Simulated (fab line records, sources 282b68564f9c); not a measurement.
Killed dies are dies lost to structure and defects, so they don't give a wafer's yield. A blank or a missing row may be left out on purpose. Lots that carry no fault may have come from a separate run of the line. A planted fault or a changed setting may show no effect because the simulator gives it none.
Problem report, 8D (eight disciplines) form, completed by code / flow rit cmos / the parts of the form that need people (team, actions taken, sign-off) are left out

## 1. WHAT IS WRONG
Mean SILICIDE_TI_RS at RIT_SILICIDE_RS_MEAS_02: 65.9 ohm/sq over 12 wafers in 4 lots; fault-free wafers: 47.6 ohm/sq, standard deviation 0.51. Measured from the usual mean, that is +36 standard deviations.
The step: measures by four-point-probe.
Seen first at day 5 21:05 on film metro-04, wafer L209.2. The record holds 48 wafers of 16 lots with a number at this step. Rule for "out" (also "out of limits"): further than 4 standard deviations from the usual mean. The rest of the wafers with a number are treated as sound.

## 2. WHAT IT IS; WHAT IT IS NOT
question=which readings at this step | is=SILICIDE_TI_RS | is not=-
question=which lots | is=L209, L210, L212, L214 | is not=L196, L197, L198, L200, L202, L203, L205, L206, L207, L208, L217, L219
question=which wafers of those lots | is=all that have a number | is not=-
question=read on which gauges | is=film metro-01, film metro-03, film metro-04 | is not=-
question=when | is=from day 5 21:05 | is not=up to then (30 sound wafers); but 6 sound wafers of L217, L219 came after

## 3. THE SUSPECTS, EACH WITH WHAT RULES IT OUT
Counting: a tool at a process step up to the reading stays a suspect if it ran every lot that is out and no sound lot after the first of them.
- the gauge at RIT_SILICIDE_RS_MEAS_02 is ruled out. The wafers that are out were read on 3 gauges (film metro-01, film metro-03, film metro-04).
- pvd sputter-04 at RIT_SILICIDE_SPUTTER_01 (material Ti, target thk 30 nm, time 240 s): kept. It ran every lot that is out, first L209 (day 5 20:55), and no sound lot after that; its last sound lot up to then is L207 (day 5 08:47).
Left after counting: pvd sputter-04 at RIT_SILICIDE_SPUTTER_01.

## 4. THE CAUSE (what the simulator had put in)
Site profile drift: pvd sputter-04, from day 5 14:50 on, at RIT_SILICIDE_SPUTTER_01. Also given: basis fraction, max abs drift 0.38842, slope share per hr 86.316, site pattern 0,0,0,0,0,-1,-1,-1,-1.
After counting, this tool was the only one left.

## 5. THE CHAIN OF EFFECTS, in route order
Each row: a reading where the mean over the struck wafers with a number is more than 3 standard deviations away from the usual. Only readings for which the record gives a usual standard deviation are gone through. hours: the time from each lot's start at the first step in this table that gives one to its start at this step, as a median over the lots. sigmas: the change in usual standard deviations.
hours=0; step=RIT_SILICIDE_RS_MEAS_02; reading=SILICIDE_TI_RS; usual=47.6 ohm/sq; on struck wafers=65.9; change=+18.3; sigmas=+36
hours=0; step=RIT_SILICIDE_THK_MEAS_03; reading=SILICIDE_TI_THK; usual=30.31 nm; on struck wafers=25.10; change=-5.21; sigmas=-19

## 6. HOW IT WOULD HAVE BEEN CAUGHT EARLIER
Counted from the fault's start at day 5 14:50, it took 6 hours until the first out-of-limits reading at a measuring or inspecting step in this record, taken at day 5 21:05.
Tool readings at RIT_SILICIDE_SPUTTER_01 with a usual standard deviation given in the record: none out on any struck wafer, hence no alarm at a limit of 4 standard deviations on them.
L210, L212, L214, from the lots that are out (4), started RIT_SILICIDE_SPUTTER_01 on pvd sputter-04 later than day 5 21:05. A hold on the tool at that time would have spared those 3.
